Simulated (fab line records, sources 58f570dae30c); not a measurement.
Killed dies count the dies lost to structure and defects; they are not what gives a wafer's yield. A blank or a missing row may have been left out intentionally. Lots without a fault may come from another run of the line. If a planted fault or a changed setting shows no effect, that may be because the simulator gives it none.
The tool behind it: which one? -- flow berkeley-cmos170 -- 13 lots, 39 wafers sampled, at 5 steps of a route of 331

## WHAT THE GAUGES READ, wafer by wafer
UCB170_V2_BOW_MEAS_03. Usual: V2_BOW gives 35 um (standard deviation 6.8).
lot,measured,on,V2_BOW (um),flag
L814,day 8 22:42,film-metro-03,38 41 37,
L815,day 9 06:33,film-metro-03,42 32 42,
L816,day 9 11:42,film-metro-01,50 32 35,
L817,day 9 13:34,film-metro-03,49 42 27,
L822,day 9 20:24,film-metro-01,35 41 41,
L821,day 9 22:34,film-metro-01,34 39 37,
L823,day 10 11:32,film-metro-01,32 26 32,
L826,day 10 21:32,film-metro-03,36 40 47,
L828,day 11 10:53,film-metro-04,42 40 45,
L829,day 11 15:34,film-metro-01,29 33 24,
L833,day 12 16:28,film-metro-04,31 31 28,
L836,day 13 09:25,film-metro-01,38 38 37,
L837,day 14 02:31,film-metro-03,32 32 32,

UCB170_M3_RS_MEAS_02: measurement is done with a four-point probe. Usual: M3_AL_RS gives 0.0322 ohm/sq (standard deviation 0.0004).
lot,measured,on,M3_AL_RS (ohm/sq),flag
L814,day 9 00:38,film-metro-04,0.0326 0.0327 0.0325,
L815,day 9 08:40,film-metro-02,0.0326 0.0321 0.0321,
L816,day 9 13:37,film-metro-02,0.0324 0.0319 0.0327,
L817,day 9 16:14,film-metro-02,0.0326 0.0324 0.0319,
L822,day 9 22:19,film-metro-02,0.0321 0.0325 0.0321,
L821,day 10 01:09,film-metro-03,0.0326 0.0326 0.0322,
L823,day 10 13:34,film-metro-02,0.0318 0.0328 0.0316,
L826,day 10 23:28,film-metro-04,0.0313 0.0323 0.0313,
L828,day 11 12:57,film-metro-02,0.0326 0.0327 0.0322,
L829,day 11 18:48,film-metro-04,0.0324 0.0300 0.0320 0.0324 0.0300 0.0321,
L833,day 12 19:37,film-metro-04,0.0321 0.0319 0.0329,
L836,day 13 12:10,film-metro-04,0.0325 0.0320 0.0319,
L837,day 14 05:52,film-metro-04,0.0323 0.0318 0.0321,

UCB170_M3_THK_MEAS_03: measures by xrf. Usual: M3_AL_THK gives 888 nm (standard deviation 11).
lot,measured,on,M3_AL_THK (nm),flag
L814,day 9 00:45,film-metro-04,874 872 883,
L815,day 9 08:47,film-metro-02,880 893 895,
L816,day 9 13:44,film-metro-02,891 898 879,
L817,day 9 16:21,film-metro-02,884 889 905,
L822,day 9 22:26,film-metro-02,894 884 897,
L821,day 10 01:16,film-metro-03,877 877 890,
L823,day 10 13:41,film-metro-02,902 868 906,
L826,day 10 23:35,film-metro-04,905 878 905,
L828,day 11 13:04,film-metro-02,880 874 891,
L829,day 11 23:14,film-metro-04,882 941 893 879 942 891,
L833,day 12 19:44,film-metro-04,894 897 875,
L836,day 13 12:17,film-metro-04,880 893 892,
L837,day 14 05:59,film-metro-04,883 900 884,

## WHICH TOOL RAN EACH LOT (tool, then ch and the chambers of the sampled wafers, then the start)
lot,UCB170_M2_SPUTTER_01,UCB170_M3_SPUTTER_01
L814,"pvd-sputter-02, day 8 18:16","pvd-sputter-04, day 9 00:32"
L815,"pvd-sputter-02, day 9 03:24","pvd-sputter-01, day 9 08:34"
L816,"pvd-sputter-02, day 9 07:58","pvd-sputter-01, day 9 13:32"
L817,"pvd-sputter-03, day 9 09:28","pvd-sputter-02, day 9 16:08"
L822,"pvd-sputter-03, day 9 16:46","pvd-sputter-04, day 9 22:13"
L821,"pvd-sputter-03, day 9 19:28","pvd-sputter-04, day 10 01:04"
L823,"pvd-sputter-04, day 10 07:47","pvd-sputter-02, day 10 13:28"
L826,"pvd-sputter-02, day 10 17:55","pvd-sputter-02, day 10 23:23"
L828,"pvd-sputter-02, day 11 07:47","pvd-sputter-01, day 11 12:51"
L829,"pvd-sputter-04, day 11 12:17","pvd-sputter-04, day 11 18:42"
L833,"pvd-sputter-04, day 12 11:21","pvd-sputter-01, day 12 19:31"
L836,"pvd-sputter-02, day 13 06:01","pvd-sputter-01, day 13 12:05"
L837,"pvd-sputter-03, day 13 23:10","pvd-sputter-04, day 14 05:47"
- UCB170_M2_SPUTTER_01: material Al, target thk 900 nm, time 120 s.
- UCB170_M3_SPUTTER_01: material Al, target thk 900 nm, time 120 s.

## AS READ BY THE TOOLS THEMSELVES (means over the sampled wafers that have a number; for cases with no such wafer, the mark the record gives instead)
UCB170_M2_SPUTTER_01. Usual: chamber-pressure-pa 0.5000 Pa, standard deviation 0.001; throttle-valve-pct 30.4 %, standard deviation 0.9.
lot,tool,chamber-pressure-pa (Pa),throttle-valve-pct (%),flag
L814,pvd-sputter-02,0.4993,30.3,
L815,pvd-sputter-02,0.4992,30.5,
L816,pvd-sputter-02,0.4995,30.4,
L817,pvd-sputter-03,0.5008,29.8,
L822,pvd-sputter-03,0.4994,29.9,
L821,pvd-sputter-03,0.5002,30.2,
L823,pvd-sputter-04,0.5002,30.0,
L826,pvd-sputter-02,0.5002,30.6,
L828,pvd-sputter-02,0.5002,30.5,
L829,pvd-sputter-04,0.4999,30.9,
L833,pvd-sputter-04,0.4997,30.2,
L836,pvd-sputter-02,0.5005,31.2,
L837,pvd-sputter-03,0.4980,30.7,

UCB170_M3_SPUTTER_01. Usual: chamber-pressure-pa 0.4999 Pa, standard deviation 0.0011; throttle-valve-pct 30.6 %, standard deviation 1.
lot,tool,chamber-pressure-pa (Pa),throttle-valve-pct (%),flag
L814,pvd-sputter-04,0.5005,30.9,
L815,pvd-sputter-01,0.4997,30.8,
L816,pvd-sputter-01,0.4997,30.7,
L817,pvd-sputter-02,0.4998,30.3,
L822,pvd-sputter-04,0.4994,30.0,
L821,pvd-sputter-04,0.5001,31.1,
L823,pvd-sputter-02,0.5007,30.6,
L826,pvd-sputter-02,0.5001,30.3,
L828,pvd-sputter-01,0.4990,30.1,
L829,pvd-sputter-04,0.4675,32.0,OFF
L833,pvd-sputter-01,0.5004,30.4,
L836,pvd-sputter-01,0.4998,30.5,
L837,pvd-sputter-04,0.4994,31.7,

## THE ANSWER, worked out from the rows above alone
Rule: take the mean of a lot's wafers that have a number; if it is more than 3 standard deviations from the usual mean, the lot is off. A lot without any number at a reading at which 4 lots or more have one is off too. The other lots that the step has rows for count as sound. The gauges are gone through in route order, then the tools' own readings, and for those a lot's mean is taken as printed above. At the first step where some lot is off, the reading lying furthest off is the one used; lots without a number count as furthest.
Off, at UCB170_M3_SPUTTER_01 on chamber-pressure-pa: L829.
If a tool, at that step or one of the process steps before it, ran each lot that is off and ran no sound lot following the first of them, it fits. No candidate that was tried fits.

## WHAT THE SIMULATOR HAD PUT IN
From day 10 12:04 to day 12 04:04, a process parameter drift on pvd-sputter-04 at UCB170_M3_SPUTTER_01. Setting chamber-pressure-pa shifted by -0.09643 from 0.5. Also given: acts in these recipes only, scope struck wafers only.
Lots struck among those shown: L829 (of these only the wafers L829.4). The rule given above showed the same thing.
